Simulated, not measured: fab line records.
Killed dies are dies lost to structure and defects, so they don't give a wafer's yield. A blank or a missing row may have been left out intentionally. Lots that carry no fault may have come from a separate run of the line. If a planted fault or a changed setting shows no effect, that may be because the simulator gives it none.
Matching of chambers | flow berkeleyCmos170 | pecvd-02 running UCB170_V1_CVD_00: 3 sister chambers
The step deposits SiO2 from TEOS/O2, target thk 2000 nm, time 250 s. 6 wafers are shown with their chamber, then 9 later ones without.

== WAFERS PAIRED WITH THEIR CHAMBERS ==
wafer  | chamber | heaterPowerW (W)
L082.2 | 2       | 287
L086.2 | 2       | 294
L086.6 | 1       | 224
L083.1 | 0       | 278
L083.4 | 1       | 223
L083.5 | 0       | 185

== WAFERS WITH NO CHAMBER GIVEN ==
wafer  | heaterPowerW (W)
L094.1 | 259
L094.4 | 190
L094.6 | 200
L090.2 | 231
L090.5 | 270
L090.6 | 300
L096.1 | 279
L096.3 | 298
L096.5 | 220

== EACH ONE'S CHAMBER ==
wafer  | from the rows above          | in truth
L094.1 | can't be placed: 0 or 2 or 1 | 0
L094.4 | can't be placed: 1 or 0 or 2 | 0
L094.6 | can't be placed: 1 or 0 or 2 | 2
L090.2 | can't be placed: 0 or 1 or 2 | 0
L090.5 | can't be placed: 2 or 0 or 1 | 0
L090.6 | can't be placed: 2 or 0 or 1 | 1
L096.1 | can't be placed: 2 or 0 or 1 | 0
L096.3 | can't be placed: 2 or 0 or 1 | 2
L096.5 | can't be placed: 1 or 0 or 2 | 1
Correct placement for 0 of the 9. Cannot be placed on the basis of these rows: 9; the candidates contain the true chamber in 9. Placed wrongly: 0.
How it was worked out, from the rows above alone: a wafer's distance from a chamber is the root of the sum, over the readings, of the square of ((its reading less the chamber's mean) divided by the reading's scatter). The wafer belongs to the nearest chamber; if the next one is less than 2 further off, it can't be placed. A chamber's mean is the mean of its shown wafers. The scatter: the root of (the sum of the squares of (reading less its chamber's mean) over the shown wafers, divided by (wafers less chambers)).
